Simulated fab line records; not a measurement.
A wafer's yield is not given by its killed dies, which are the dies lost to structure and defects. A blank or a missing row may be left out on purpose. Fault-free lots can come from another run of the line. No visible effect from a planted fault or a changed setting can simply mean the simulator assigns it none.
One fault through the eyes of 2 desks | flow berkeley_cmos170 | what lay behind the numbers comes last; until then each desk has only its own

== TOOL OWNER'S DESK, rie_metal-01 ==
The tool's own readings at UCB170_M3_METAL_ETCH_18 (etches Al in Cl2/BCl3, stops on SiO2, target depth 1170 nm, time 195 s): means of the sampled wafers that have a number, for each lot that ran on this tool. Any lot whose mean is over 4 standard deviations away from the usual mean is out of limits and marked OUT; that distance is given in the brackets.
Columns: A = drypump_motor_current_A at UCB170_M3_METAL_ETCH_18, usual 5.81 A; B = oes_product_au at UCB170_M3_METAL_ETCH_18, usual 0.864 a.u.; C = rf_fwd_power_W at UCB170_M3_METAL_ETCH_18, usual 597.8 W; D = throttle_valve_pct at UCB170_M3_METAL_ETCH_18, usual 24.40 %
lot  | first seen here | A    | B     | C               | D
L837 | day 7 19:39     | 5.73 | 0.865 | 599.5           | 24.51
L844 | day 9 15:27     | 5.77 | 0.862 | 598.4           | 24.48
L848 | day 10 13:20    | 5.95 | 0.864 | 599.7           | 24.39
L855 | day 11 16:41    | 5.54 | 0.859 | 527.3 (-34) OUT | 24.55
L853 | day 11 22:50    | 5.52 | 0.851 | 525.0 (-35) OUT | 24.57
L856 | day 12 09:26    | 5.53 | 0.851 | 528.3 (-33) OUT | 24.56
This desk's verdict: out of limits on L853, L855, L856, starting with L855 at day 11 16:41 (rf_fwd_power_W at UCB170_M3_METAL_ETCH_18). In limits: L837, L844, L848.

== METROLOGY DESK ==
What the gauges read for every lot (on any tool): the sampled wafers with a number, averaged. Any lot whose mean is over 4 standard deviations away from the usual mean is out of limits and marked OUT; that distance is given in the brackets.
Columns: A = M3_BOW at UCB170_M3_BOW_MEAS_20, usual 37 um
lot  | first seen here | A
L837 | day 7 20:09     | 33
L840 | day 8 20:04     | 44
L843 | day 8 20:45     | 35
L841 | day 8 22:04     | 30
L845 | day 9 15:07     | 30
L844 | day 9 15:52     | 36
L846 | day 10 13:44    | 38
L848 | day 10 13:49    | 33
L847 | day 10 14:31    | 39
L855 | day 11 17:07    | 50
L853 | day 11 23:15    | 35
L858 | day 12 05:10    | 35
L860 | day 12 09:02    | 40
L857 | day 12 09:41    | 39
L856 | day 12 09:55    | 30
This desk found nothing out of limits on any of the 15 lots.

== TAKEN TOGETHER ==
At day 11 16:41, on L853, L855, L856, the tool owner's desk was in a position to raise an alarm.
From the metrology desk's view, nothing was out of limits.
The metrology desk has L853, L855, L856 on record, within its limits.
Of the lots named, all ran UCB170_M3_METAL_ETCH_18 on rie_metal-01.

== WHAT WAS PUT IN BY THE SIMULATOR ==
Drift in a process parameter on rie_metal-01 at UCB170_M3_METAL_ETCH_18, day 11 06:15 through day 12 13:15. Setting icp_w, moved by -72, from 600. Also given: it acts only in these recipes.
Struck lots among those shown: L853, L855, L856.
Time in hours from fault onset to the first out-of-limits reading at each desk: the tool owner's desk, 10.
